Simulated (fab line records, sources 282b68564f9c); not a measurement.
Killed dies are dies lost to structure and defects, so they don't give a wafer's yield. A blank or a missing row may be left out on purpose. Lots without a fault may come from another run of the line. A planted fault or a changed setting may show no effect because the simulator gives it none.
fab line records | flow rit_cmos
record lots=5 wafers=23
route steps=202 shown ACTIVE@4 NWELL@29 PWELL@41 WELLDRIVE@50 PRETRO@71 GATE@81 PLDD@115 M1@202
start_h: hours from the record's first day to the start of the lot's first wafer shown | wait_h: hours since the lot's step before | " the same as in the row above | L1.1+2: a row that stands for several wafers | - no value, or no start given | * or withheld: withheld | < > ~ a bound
route shown NAME@n: a module of which the file shows steps, and the number in the route of the first | usual: mean/standard deviation of fault-free wafers | same: alike in all rows | chamber/n: place in a boat | sites: the reading at each site | _std_site: their standard deviation | _edge_site: outer sites' mean less inner sites' | radius_mm: how far each site lies from the wafer's centre | mask NAME#n: copy n | behind: the tool/chamber that last shaped the wafer | hold: why the lot was held/for how many hours/how that ended | device: the transistor (n, p or np) that didn't switch | end of line: the same wafers' tests at the end of the route | a step without rows: its recipe alone | killed: dies lost to structure and defects at the first sort, not the wafer's yield | map: a wafer's dies, x killed, . not, _ none there
set.NAME: the setting as run; set.NAME@STEP: as run at that earlier step | model.NAME: the simulator's own value behind a step, which no gauge read
lots whose settings were changed on purpose; a table a step, a row a wafer
## steps
# step RIT_ACTIVE_CVD_03
# recipe material=Si3N4 target_thk_nm=150 temp_c=810 precursor=SiH2Cl2/NH3 time_s=1500 pressure_mtorr=300 sih2cl2_flow_sccm=60 nh3_flow_sccm=150
# columns lot.wafer tool chamber start_h wait_h set.sih2cl2_flow_sccm model.Si3N4_of_ACTIVE_CVD_03.thk_nm
L077.1 lpcvd-02 0 27.11 0.1 60 150.3
L077.4 " 0 " " 60 149.3
L077.6 " 0 " " 60 150.4
L078.2 - - - 0.0 64.02 151.1
L078.3 " - " " 64.02 150.9
L078.4+5 " - " " 64.02 150.3
L078.6 " - " " 64.02 150
L080.2 - - - 0.0 55.54 148.9
L080.3 " - " " 55.54 149.3
L080.4 " - " " 55.54 149.1
L080.5 " - " " 55.54 147.9
L080.6 " - " " 55.54 148.1
L081.1 - - - 0.1 68.25 157.8
L081.2+5 " - " " 68.25 157.2
L081.3+4 " - " " 68.25 156.8
L083.1 - - - 0.1 63.22 152.5
L083.2 " - " " 63.22 151.2
L083.3 " - " " 63.22 153
L083.4+5 " - " " 63.22 152.1
# step RIT_NWELL_COAT_01
# recipe resist=NOVOLAK spin_rpm=2000 resist_thk_nm=1300
# columns lot.wafer tool chamber start_h wait_h set.spin_rpm model.NOVOLAK_of_NWELL_COAT_01.thk_nm
L077.1 litho_track-02 0 35.08 0.1 2000 1295
L077.4 " 0 " " 2000 1294
L077.6 " 0 " " 2000 1300
L078.2 litho_track-02 0 41.88 0.1 2000 1302
L078.3+4 " 0 " " 2000 1300
L078.5 " 0 " " 2118 1262
L078.6 " 0 " " 2118 1264
L080.2 litho_track-04 0 54.56 0.1 2000 1294
L080.3 " 0 " " 2066 1275
L080.4 " 0 " " 2066 1276
L080.5 " 0 " " 2000 1295
L080.6 " 0 " " 2000 1300
L081.1 litho_track-02 0 55.94 0.1 2000 1300
L081.2 " 0 " " 1939 1322
L081.3 " 0 " " 1939 1323
L081.4 " 0 " " 2000 1302
L081.5 " 0 " " 1939 1319
L083.1+3 litho_track-01 0 66.42 0.1 2000 1302
L083.2 " 0 " " 2088 1274
L083.4 " 0 " " 2000 1306
L083.5 " 0 " " 2088 1278
# step RIT_NWELL_SOFTBAKE_02
# recipe resist=NOVOLAK temp_c=90 time_s=60
# step RIT_NWELL_EXPOSE_03
# recipe mask_id=M2 na=0.57 target_cd_nm=43900 dose_mj=250
# step RIT_NWELL_DEVELOP_05
# recipe resist=NOVOLAK develop_time_s=68 dev_temp_c=22.02
# step RIT_NWELL_HARDBAKE_07
# recipe resist=NOVOLAK temp_c=140 time_s=120
# columns lot.wafer tool chamber start_h wait_h set.spin_rpm@NWELL_COAT_01 model.NOVOLAK_of_NWELL_COAT_01.thk_nm
L077.1+4 litho_track-01 0 35.84 0.0 2000 1132
L077.6 " 0 " " 2000 1137
L078.2 litho_track-01 0 42.78 0.1 2000 1138
L078.3+4 " 0 " " 2000 1137
L078.5 " 0 " " 2118 1104
L078.6 " 0 " " 2118 1106
L080.2 litho_track-02 0 55.47 0.1 2000 1131
L080.3+4 " 0 " " 2066 1116
L080.5 " 0 " " 2000 1133
L080.6 " 0 " " 2000 1137
L081.1 litho_track-01 0 56.96 0.1 2000 1137
L081.2+3 " 0 " " 1939 1156
L081.4 " 0 " " 2000 1139
L081.5 " 0 " " 1939 1153
L083.1+3 litho_track-02 0 67.18 0.0 2000 1139
L083.2 " 0 " " 2088 1114
L083.4 " 0 " " 2000 1142
L083.5 " 0 " " 2088 1118
# step RIT_NWELL_IMPLANT_08
# recipe species=P energy_kev=170 dose_cm2=5e+13 tilt_deg=7
# columns lot.wafer tool chamber start_h wait_h set.dose_cm2
L077.1+4+6 implanter-02 0 36.09 0.2 5e+13
L078.2+5+6 implanter-02 0 43.02 0.2 5.188e+13
L078.3+4 " 0 " " 5e+13
L080.2+3+4+5+6 implanter-02 0 55.70 0.2 5e+13
L081.1+2+3 implanter-01 0 57.21 0.2 4.899e+13
L081.4+5 " 0 " " 5e+13
L083.1+2+3+4+5 implanter-04 0 67.47 0.2 5e+13
# step RIT_PWELL_SOFTBAKE_02
# recipe resist=NOVOLAK temp_c=90 time_s=60
# columns lot.wafer tool chamber start_h wait_h set.temp_c model.NOVOLAK_of_PWELL_COAT_01.thk_nm
L077.1 litho_track-03 0 36.78 0.1 90 1298
L077.4 " 0 " " 90 1304
L077.6 " 0 " " 90 1302
L078.2 litho_track-04 0 43.70 0.1 90 1302
L078.3 " 0 " " 91.27 1301
L078.4 " 0 " " 90 1304
L078.5 " 0 " " 91.27 1295
L078.6 " 0 " " 91.27 1296
L080.2 litho_track-01 0 56.39 0.1 90 1307
L080.3 " 0 " " 90 1303
L080.4 " 0 " " 92.39 1298
L080.5 " 0 " " 92.39 1295
L080.6 " 0 " " 92.39 1297
L081.1 litho_track-04 0 57.90 0.1 93.1 1290
L081.2+5 " 0 " " 93.1 1287
L081.3 " 0 " " 90 1298
L081.4 " 0 " " 90 1299
L083.1+2 litho_track-03 0 68.15 0.1 88.76 1301
L083.3 " 0 " " 90 1295
L083.4 " 0 " " 90 1301
L083.5 " 0 " " 88.76 1298
# step RIT_PWELL_EXPOSE_03
# recipe mask_id=M3 na=0.57 target_cd_nm=43700 dose_mj=250
# step RIT_PWELL_PEB_04
# recipe resist=NOVOLAK temp_c=withheld time_s=withheld
# step RIT_PWELL_DEVELOP_05
# recipe resist=NOVOLAK develop_time_s=68 dev_temp_c=23
# columns lot.wafer tool chamber start_h wait_h set.temp_c@PWELL_SOFTBAKE_02 model.NOVOLAK_of_PWELL_COAT_01.thk_nm
L077.1 litho_track-01 0 - - 90 1297
L077.4 " 0 " " 90 1303
L077.6 " 0 " " 90 1301
L078.2 litho_track-01 0 - - 90 1302
L078.3 " 0 " " 91.27 1300
L078.4 " 0 " " 90 1304
L078.5 " 0 " " 91.27 1295
L078.6 " 0 " " 91.27 1296
L080.2 litho_track-04 0 - - 90 1307
L080.3 " 0 " " 90 1302
L080.4 " 0 " " 92.39 1297
L080.5 " 0 " " 92.39 1295
L080.6 " 0 " " 92.39 1296
L081.1 litho_track-03 0 - - 93.1 1289
L081.2 " 0 " " 93.1 1287
L081.3 " 0 " " 90 1297
L081.4 " 0 " " 90 1299
L081.5 " 0 " " 93.1 1286
L083.1+2 litho_track-03 0 - - 88.76 1305
L083.3 " 0 " " 90 1295
L083.4 " 0 " " 90 1301
L083.5 " 0 " " 88.76 1302
# step RIT_PWELL_HARDBAKE_07
# recipe resist=NOVOLAK temp_c=140 time_s=120
# columns lot.wafer tool chamber start_h wait_h set.temp_c
L077.1+4+6 litho_track-01 0 37.39 0.0 140
L078.2+3+4+5+6 litho_track-01 0 44.74 0.3 140
L080.2+6 litho_track-01 0 57.30 0.1 141.5
L080.3+4+5 " 0 " " 140
L081.1+5 litho_track-04 0 58.52 0.0 136.7
L081.2+3+4 " 0 " " 140
L083.1+3 litho_track-04 0 69.17 0.2 138.4
L083.2+4+5 " 0 " " 140
# step RIT_PWELL_IMPLANT_08
# recipe species=B energy_kev=170 dose_cm2=7e+13 tilt_deg=7.106
# step RIT_PWELL_STRIP_09
# recipe chemistry=O2 time_s=180 resist=NOVOLAK platen_temp_c=withheld power_w=500 pressure_mtorr=4000 o2_flow_sccm=4000
# step RIT_WELLDRIVE_ANNEAL_00
# recipe temp_c=1100 time_s=14700 ambient=N2
# step RIT_WELLDRIVE_RS_MEAS_01
# recipe thk_meas_gauge=four-point-probe
# usual NWELL_RS=275.7/0.69
# columns lot.wafer tool chamber start_h wait_h set.dose_cm2@NWELL_IMPLANT_08 NWELL_RS[ohm/sq]
L077.1 film_metro-01 - 43.29 0.0 5e+13 275.8
L077.4 " - " " 5e+13 275.5
L077.6 " - " " 5e+13 275.5
L078.2 film_metro-03 - 50.43 0.0 5.188e+13 269.6
L078.3 " - " " 5e+13 276.3
L078.4 " - " " 5e+13 275.7
L078.5 " - " " 5.188e+13 270.4
L078.6 " - " " 5.188e+13 269.5
L080.2 film_metro-04 - 63.00 0.0 5e+13 276.2
L080.3 " - " " 5e+13 275.2
L080.4 " - " " 5e+13 276.0
L080.5 " - " " 5e+13 276.1
L080.6 " - " " 5e+13 275.2
L081.1 film_metro-03 - 64.23 0.0 4.899e+13 279.9
L081.2 " - " " 4.899e+13 279.8
L081.3 " - " " 4.899e+13 280.0
L081.4 " - " " 5e+13 276.0
L081.5 " - " " 5e+13 276.7
L083.1 film_metro-04 - 74.89 0.0 5e+13 275.4
L083.2 " - " " 5e+13 275.5
L083.3 " - " " 5e+13 275.3
L083.4 " - " " 5e+13 275.4
L083.5 " - " " 5e+13 276.7
# step RIT_PRETRO_HARDBAKE_07
# recipe resist=NOVOLAK temp_c=140 time_s=120
# columns lot.wafer tool chamber start_h wait_h set.temp_c model.NOVOLAK_of_PRETRO_COAT_01.thk_nm
L077.1+4 litho_track-03 0 46.28 0.0 140 1136
L077.6 " 0 " " 140 1137
L078.2 litho_track-03 0 53.29 0.1 140 1140
L078.3 " 0 " " 137.2 1144
L078.4 " 0 " " 140 1136
L078.5 " 0 " " 140 1138
L078.6 " 0 " " 137.2 1142
L080.2 litho_track-02 0 65.97 0.1 140 1140
L080.3 " 0 " " 140 1138
L080.4 " 0 " " 140 1135
L080.5 " 0 " " 140 1139
L080.6 " 0 " " 140 1136
L081.1+5 litho_track-04 0 67.07 0.0 136.8 1145
L081.2 " 0 " " 140 1134
L081.3 " 0 " " 140 1137
L081.4 " 0 " " 136.8 1147
L083.1 litho_track-02 0 77.72 0.0 137.5 1142
L083.2 " 0 " " 140 1133
L083.3 " 0 " " 140 1140
L083.4 " 0 " " 140 1137
L083.5 " 0 " " 137.5 1144
# step RIT_PRETRO_IMPLANT_08
# recipe species=B energy_kev=45 dose_cm2=1.2e+13 tilt_deg=7
# columns lot.wafer tool chamber start_h wait_h set.dose_cm2
L077.1+4+6 implanter-03 0 46.53 0.2 1.2e+13
L078.2+4+6 implanter-03 0 53.52 0.2 1.2e+13
L078.3+5 " 0 " " 1.16e+13
L080.2+3+4+5+6 implanter-01 0 66.20 0.2 1.2e+13
L081.1+4 implanter-04 0 67.32 0.2 1.2e+13
L081.2+3+5 " 0 " " 1.118e+13
L083.1+4 implanter-04 0 77.97 0.2 1.167e+13
L083.2+3+5 " 0 " " 1.2e+13
# step RIT_PRETRO_STRIP_09
# recipe chemistry=O2 time_s=180 resist=NOVOLAK platen_temp_c=withheld power_w=500 pressure_mtorr=4000 o2_flow_sccm=4000
# step RIT_PRETRO_TW_MEAS_10
# usual PRETRO_TW=474/3.8
# columns lot.wafer tool chamber start_h wait_h set.dose_cm2@PRETRO_IMPLANT_08 PRETRO_TW
L077.1 film_metro-03 - 46.89 0.1 1.2e+13 474
L077.4 " - " " 1.2e+13 476
L077.6 " - " " 1.2e+13 478
L078.2 film_metro-03 - 53.83 0.1 1.2e+13 478
L078.3 " - " " 1.16e+13 474
L078.4 " - " " 1.2e+13 478
L078.5 " - " " 1.16e+13 473
L078.6 " - " " 1.2e+13 478
L080.2 film_metro-03 - 66.51 0.1 1.2e+13 476
L080.3 " - " " 1.2e+13 476
L080.4 " - " " 1.2e+13 477
L080.5 " - " " 1.2e+13 477
L080.6 " - " " 1.2e+13 476
L081.1 film_metro-01 - 67.64 0.1 1.2e+13 470
L081.2 " - " " 1.118e+13 456
L081.3 " - " " 1.118e+13 457
L081.4 " - " " 1.2e+13 467
L081.5 " - " " 1.118e+13 457
L083.1 film_metro-01 - 78.30 0.1 1.167e+13 465
L083.2 " - " " 1.2e+13 471
L083.3 " - " " 1.2e+13 468
L083.4 " - " " 1.167e+13 463
L083.5 " - " " 1.2e+13 467
# step RIT_GATE_OXIDATION_05
# recipe temp_c=900 ambient=O2 target_thk_a=30 ox_time_s=270
# columns lot.wafer tool chamber start_h wait_h set.ox_time_s model.SiO2_of_GATE_OXIDATION_05.thk_nm
L077.1 furnace-01 0 47.42 0.1 270 2.977
L077.4 " 0 " " 270 2.994
L077.6 " 0 " " 270 2.949
L078.2 - - - 0.5 259.3 2.945
L078.3 " - " " 259.3 2.93
L078.4 " - " " 259.3 2.967
L078.5 " - " " 259.3 2.976
L078.6 " - " " 259.3 3.015
L080.2 - - - 0.0 289.5 3.071
L080.3 " - " " 289.5 3.076
L080.4 " - " " 289.5 3.069
L080.5 " - " " 289.5 3.023
L080.6 " - " " 289.5 3.08
L081.1 - - - 0.1 253 2.909
L081.2 " - " " 253 2.907
L081.3 " - " " 253 2.888
L081.4 " - " " 253 2.894
L081.5 " - " " 253 2.943
L083.1 - - - 0.1 310.3 3.393
L083.2 " - " " 310.3 3.408
L083.3 " - " " 310.3 3.414
L083.4 " - " " 310.3 3.347
L083.5 " - " " 310.3 3.451
# step RIT_GATE_EXPOSE_13
# recipe mask_id=M6 na=0.6 source_shape=conventional sigma_outer=0.6 target_cd_nm=150 dose_mj=380
# columns lot.wafer tool chamber start_h wait_h mask set.dose_mj
L077.1+4+6 iline_stepper-02 0 50.94 0.1 M6#0 380
L078.2+3 iline_stepper-01 0 58.50 0.2 M6#0 370.1
L078.4+5+6 " 0 " " M6#0 380
L080.2+3+4+5+6 iline_stepper-02 0 70.69 0.2 M6#0 380
L081.1+2 iline_stepper-01 0 71.88 0.2 M6#0 380
L081.3+4+5 " 0 " " M6#0 368.1
L083.1+3+4 iline_stepper-01 0 85.46 0.2 M6#0 380
L083.2+5 " 0 " " M6#0 364.6
# step RIT_GATE_PEB_14
# recipe resist=NOVOLAK temp_c=withheld time_s=withheld
# step RIT_GATE_DEVELOP_15
# recipe resist=NOVOLAK develop_time_s=50 dev_temp_c=23
# step RIT_GATE_CD_MEAS_16
# recipe target_cd_nm=150
# usual cd_nm=150.6/1.4
# columns lot.wafer tool chamber start_h wait_h set.dose_mj@GATE_EXPOSE_13 cd_nm
L077.1 cd_sem-02 - 51.44 - 380 151.4
L077.4 " - " " 380 152.9
L077.6 " - " " 380 148.1
L078.2 cd_sem-01 - 58.90 - 370.1 166.7
L078.3 " - " " 370.1 164.8
L078.4 " - " " 380 151.1
L078.5 " - " " 380 151.1
L078.6 " - " " 380 150.5
L080.2 cd_sem-01 - 71.09 - 380 150.5
L080.3 " - " " 380 150.4
L080.4 " - " " 380 151.9
L080.5 " - " " 380 150.8
L080.6 " - " " 380 150.7
L081.1 cd_sem-02 - 72.28 - 380 153.6
L081.2 " - " " 380 151.8
L081.3 " - " " 368.1 168.3
L081.4 " - " " 368.1 168.5
L081.5 " - " " 368.1 168.0
L083.1 cd_sem-01 - 85.86 - 380 150.5
L083.2 " - " " 364.6 172.0
L083.3 " - " " 380 150.4
L083.4 " - " " 380 147.1
L083.5 " - " " 364.6 171.5
# step RIT_GATE_HARDBAKE_18
# recipe resist=NOVOLAK temp_c=140 time_s=60
# step RIT_GATE_ETCH_19
# recipe chemistry=SF6/CHF3/O2 time_s=165 SF6_flow_sccm=30 CHF3_flow_sccm=30 O2_flow_sccm=5 target=poly-Si pressure_mtorr=40 rf_w=160 target_depth_a=3125 over_etch_frac=0.25 stop_on=SiO2
# columns lot.wafer tool chamber start_h wait_h set.dose_mj@GATE_EXPOSE_13 model.GATE.cd_nm
L077.1 rie_si-02 2 51.74 0.1 380 151.1
L077.4 " 3 " " 380 152.9
L077.6 " 1 " " 380 148.4
L078.2 rie_si-01 1 59.19 0.1 370.1 166.5
L078.3 " 3 " " 370.1 164.9
L078.4 " 1 " " 380 151.4
L078.5 " 2 " " 380 151.1
L078.6 " 3 " " 380 150.2
L080.2+3 rie_si-01 0,3 71.38 0.1 380 150.4
L080.4 " 2 " " 380 152.2
L080.5 " 1 " " 380 151.1
L080.6 " 2 " " 380 150.8
L081.1 rie_si-02 3 72.58 0.1 380 153.6
L081.2 " 1 " " 380 152
L081.3 " 2 " " 368.1 167.9
L081.4 " 3 " " 368.1 168.7
L081.5 " 1 " " 368.1 168.2
L083.1 rie_si-02 2 86.49 0.1 380 150.3
L083.2 " 0 " " 364.6 172.1
L083.3 " 3 " " 380 150.9
L083.4 " 1 " " 380 147.2
L083.5 " 0 " " 364.6 171.7
# step RIT_GATE_STRIP_20
# recipe chemistry=O2 time_s=180 resist=NOVOLAK platen_temp_c=withheld power_w=500 pressure_mtorr=4000 o2_flow_sccm=4000
# columns lot.wafer tool chamber start_h wait_h set.o2_flow_sccm
L077.1+4+6 plasma_asher-03 1,0,1 51.85 0.1 4000
L078.2+3+5 plasma_asher-02 1,0,1 59.30 0.1 4252
L078.4+6 " 1,0 " " 4000
L080.2+3+4+5+6 plasma_asher-03 1,0,1,1,0 71.49 0.1 4000
L081.1+2+3+4+5 plasma_asher-03 0,1,0,1,1 72.69 0.1 4000
L083.1+2+3 plasma_asher-01 1,0,1 86.59 0.1 4000
L083.4+5 " 0 " " 3624
# step RIT_GATE_CD_MEAS_90
# recipe target_cd_nm=150
# usual cd_nm=150.7/1.4
# columns lot.wafer tool chamber start_h wait_h set.dose_mj@GATE_EXPOSE_13 cd_nm
L077.1 cd_sem-02 - 52.03 0.1 380 151.3
L077.4 " - " " 380 152.9
L077.6 " - " " 380 148.3
L078.2 cd_sem-01 - 59.49 0.1 370.1 166.5
L078.3 " - " " 370.1 164.8
L078.4 " - " " 380 152.1
L078.5 " - " " 380 151.0
L078.6 " - " " 380 150.1
L080.2 cd_sem-02 - 71.68 0.1 380 150.9
L080.3 " - " " 380 149.9
L080.4 " - " " 380 152.3
L080.5 " - " " 380 151.5
L080.6 " - " " 380 151.2
L081.1 cd_sem-02 - 72.86 0.1 380 153.7
L081.2 " - " " 380 152.1
L081.3 " - " " 368.1 167.8
L081.4 " - " " 368.1 168.6
L081.5 " - " " 368.1 168.2
L083.1 cd_sem-02 - 86.77 0.1 380 150.4
L083.2 " - " " 364.6 171.8
L083.3 " - " " 380 151.0
L083.4 " - " " 380 147.2
L083.5 " - " " 364.6 172.0
# step RIT_PLDD_COAT_01
# recipe resist=NOVOLAK spin_rpm=3250 resist_thk_nm=1000
# columns lot.wafer tool chamber start_h wait_h set.resist_thk_nm model.NOVOLAK_of_PLDD_COAT_01.thk_nm
L077.1 litho_track-03 0 57.70 0.1 1000 1002
L077.4 " 0 " " 1000 1001
L077.6 " 0 " " 1000 998.3
L078.2 litho_track-03 0 64.18 0.1 1000 1003
L078.3 " 0 " " 952.5 958.9
L078.4 " 0 " " 952.5 959
L078.5 " 0 " " 1000 1004
L078.6 " 0 " " 1000 1001
L080.2 litho_track-02 0 76.58 0.1 1000 998.9
L080.3+5 " 0 " " 1000 1004
L080.4 " 0 " " 1042 1047
L080.6 " 0 " " 1042 1044
L081.1 litho_track-01 0 77.82 0.1 984.1 986.3
L081.2+5 " 0 " " 1000 1002
L081.3 " 0 " " 984.1 987.7
L081.4 " 0 " " 984.1 988.3
L083.1 litho_track-03 0 91.44 0.1 1000 1000
L083.2 " 0 " " 948.5 950.6
L083.3 " 0 " " 1000 999.3
L083.4+5 " 0 " " 948.5 948.4
# step RIT_PLDD_SOFTBAKE_02
# recipe resist=NOVOLAK temp_c=90 time_s=60
# step RIT_PLDD_EXPOSE_03
# recipe mask_id=M8 na=0.57 target_cd_nm=40900 dose_mj=250
# step RIT_PLDD_DEVELOP_05
# recipe resist=NOVOLAK develop_time_s=50 dev_temp_c=23
# step RIT_PLDD_HARDBAKE_07
# recipe resist=NOVOLAK temp_c=140 time_s=60
# columns lot.wafer tool chamber start_h wait_h set.resist_thk_nm@PLDD_COAT_01 model.NOVOLAK_of_PLDD_COAT_01.thk_nm
L077.1 litho_track-01 0 58.68 0.0 1000 885.4
L077.4 " 0 " " 1000 884.9
L077.6 " 0 " " 1000 882.2
L078.2 litho_track-02 0 64.92 0.0 1000 886.2
L078.3 " 0 " " 952.5 847.8
L078.4 " 0 " " 952.5 847.9
L078.5 " 0 " " 1000 887.6
L078.6 " 0 " " 1000 885
L080.2 litho_track-02 0 77.44 0.0 1000 882.8
L080.3 " 0 " " 1000 887.4
L080.4 " 0 " " 1042 925.2
L080.5 " 0 " " 1000 887.3
L080.6 " 0 " " 1042 922.5
L081.1 litho_track-02 0 78.55 0.0 984.1 871.8
L081.2 " 0 " " 1000 885.8
L081.3 " 0 " " 984.1 873
L081.4 " 0 " " 984.1 873.6
L081.5 " 0 " " 1000 885.5
L083.1 litho_track-01 0 92.17 0.0 1000 884.1
L083.2 " 0 " " 948.5 840.5
L083.3 " 0 " " 1000 883.2
L083.4+5 " 0 " " 948.5 838.7
# step RIT_PLDD_IMPLANT_08
# recipe species=BF2 energy_kev=20 dose_cm2=9e+14 tilt_deg=7
# columns lot.wafer tool chamber start_h wait_h set.energy_kev model.implant.rp_nm model.implant.drp_nm
L077.1+4+6 implanter-02 0 58.83 0.1 20 16.96 9.752
L078.2+3+4 implanter-01 0 65.07 0.1 19.37 16.94 9.535
L078.5+6 " 0 " " 20 17.37 9.752
L080.2+5+6 implanter-03 0 77.59 0.1 19.11 17.13 9.445
L080.3+4 " 0 " " 20 17.75 9.752
L081.1+5 implanter-01 0 78.70 0.1 20.33 17.61 9.864
L081.2+3+4 " 0 " " 20 17.39 9.752
L083.1+5 implanter-02 0 92.32 0.1 20 17.23 9.752
L083.2+3+4 " 0 " " 21.01 17.91 10.09
# step RIT_M1_PROBE_99
# columns lot.wafer tool chamber start_h wait_h set.dose_mj@GATE_EXPOSE_13 model.etest.nmos_0p15.drive_ua_um model.etest.nmos_0p15.r_on_ohm_um model.etest.nmos_0p3.r_on_ohm_um model.etest.pmos_0p15.r_on_ohm_um model.etest.pmos_turned.r_on_ohm_um
L077.1 prober-01 - 74.89 0.1 380 473.9 1127 2131 2894 3642
L077.4 prober-01 - 75.04 0.2 380 465.9 1112 2132 2927 3684
L077.6 prober-01 - 75.14 0.2 380 488.4 1061 2087 2771 3531
L081.1 prober-01 - 93.71 0.1 380 471.9 1066 2114 2681 3264
L081.2 prober-01 - 93.76 0.1 380 481.9 1045 2080 2683 3326
L081.3 prober-01 - 93.81 0.2 368.1 426.1 1158 2132 3060 3695
L081.4 prober-01 - 93.86 0.2 368.1 415.2 1181 2158 2971 3567
L081.5 prober-01 - 93.91 0.2 368.1 424.2 1177 2143 2980 3590
L083.1 prober-01 - 106.87 0.1 380 419 1210 2386 3073 3814
L083.2 prober-01 - 106.92 0.1 364.6 342 1367 2485 3498 4189
L083.3 prober-01 - 106.97 0.2 380 411.5 1176 2355 2902 3614
L083.4 prober-01 - 107.02 0.2 380 442 1143 2318 2808 3510
L083.5 prober-01 - 107.07 0.2 364.6 338.5 1343 2488 3613 4339
# killed by level:class
L077.1 FOX1:geometric_particle:open=1 GATE:geometric_particle:short=1 SPACER:geometric_particle:open=1 SILICIDE:geometric_particle:open=1
L077.4 GATE:geometric_particle:short=2 SILICIDE:geometric_particle:short=1
L077.6 GATE:geometric_particle:short=2 SILICIDE:geometric_particle:open=2 SILICIDE:geometric_particle:short=2 GATE:geometric_particle:open=1 REOX:geometric_particle:short=1 STARTING-WAFER:geometric_particle:open=1
## key
split step=RIT_ACTIVE_CVD_03 setting=sih2cl2_flow_sccm stated=60 by=lot
response step=RIT_ACTIVE_CVD_03 reading=model.Si3N4_of_ACTIVE_CVD_03.thk_nm change=+0.366 per=1% r=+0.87
split step=RIT_NWELL_COAT_01 setting=spin_rpm stated=2000 by=wafer
response step=RIT_NWELL_COAT_01 reading=model.NOVOLAK_of_NWELL_COAT_01.thk_nm change=-6.35 per=1% r=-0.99
response step=RIT_NWELL_HARDBAKE_07 reading=model.NOVOLAK_of_NWELL_COAT_01.thk_nm change=-5.47 per=1% r=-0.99
split step=RIT_NWELL_IMPLANT_08 setting=dose_cm2 stated=5e+13 by=wafer
response step=RIT_WELLDRIVE_RS_MEAS_01 reading=NWELL_RS change=-1.65 per=1% r=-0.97
split step=RIT_PWELL_SOFTBAKE_02 setting=temp_c stated=90 by=wafer
response step=RIT_PWELL_SOFTBAKE_02 reading=model.NOVOLAK_of_PWELL_COAT_01.thk_nm change=-3.01 per=1% r=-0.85
response step=RIT_PWELL_DEVELOP_05 reading=model.NOVOLAK_of_PWELL_COAT_01.thk_nm change=-3.27 per=1% r=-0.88
split step=RIT_PWELL_HARDBAKE_07 setting=temp_c stated=140 by=wafer
response none clear
split step=RIT_PRETRO_HARDBAKE_07 setting=temp_c stated=140 by=wafer
response step=RIT_PRETRO_HARDBAKE_07 reading=model.NOVOLAK_of_PRETRO_COAT_01.thk_nm change=-3.53 per=1% r=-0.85
split step=RIT_PRETRO_IMPLANT_08 setting=dose_cm2 stated=1.2e+13 by=wafer
response step=RIT_PRETRO_TW_MEAS_10 reading=PRETRO_TW change=+1.65 per=1% r=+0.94
split step=RIT_GATE_OXIDATION_05 setting=ox_time_s stated=270 by=lot
response step=RIT_GATE_OXIDATION_05 reading=model.SiO2_of_GATE_OXIDATION_05.thk_nm change=+0.0212 per=1% r=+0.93
split step=RIT_GATE_EXPOSE_13 setting=dose_mj stated=380 by=wafer
response step=RIT_GATE_CD_MEAS_16 reading=cd_nm change=-5.4 per=1% r=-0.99
response step=RIT_GATE_ETCH_19 reading=model.GATE.cd_nm change=-5.38 per=1% r=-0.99
response step=RIT_GATE_CD_MEAS_90 reading=cd_nm change=-5.35 per=1% r=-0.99
response step=RIT_M1_PROBE_99 reading=model.etest.pmos_0p15.r_on_ohm_um change=-135 per=1% r=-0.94
response step=RIT_M1_PROBE_99 reading=model.etest.pmos_turned.r_on_ohm_um change=-134 per=1% r=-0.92
response step=RIT_M1_PROBE_99 reading=model.etest.nmos_0p3.r_on_ohm_um change=-26.3 per=1% r=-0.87
response step=RIT_M1_PROBE_99 reading=model.etest.nmos_0p15.drive_ua_um change=+19.5 per=1% r=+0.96
response step=RIT_M1_PROBE_99 reading=model.etest.nmos_0p15.r_on_ohm_um change=-41.4 per=1% r=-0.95
split step=RIT_GATE_STRIP_20 setting=o2_flow_sccm stated=4000 by=wafer
response none clear
split step=RIT_PLDD_COAT_01 setting=resist_thk_nm stated=1000 by=wafer
response step=RIT_PLDD_COAT_01 reading=model.NOVOLAK_of_PLDD_COAT_01.thk_nm change=+9.75 per=1% r=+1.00
response step=RIT_PLDD_HARDBAKE_07 reading=model.NOVOLAK_of_PLDD_COAT_01.thk_nm change=+8.54 per=1% r=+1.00
split step=RIT_PLDD_IMPLANT_08 setting=energy_kev stated=20 by=wafer
response step=RIT_PLDD_IMPLANT_08 reading=model.implant.rp_nm change=+0.136 per=1% r=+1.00
response step=RIT_PLDD_IMPLANT_08 reading=model.implant.drp_nm change=+0.0685 per=1% r=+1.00
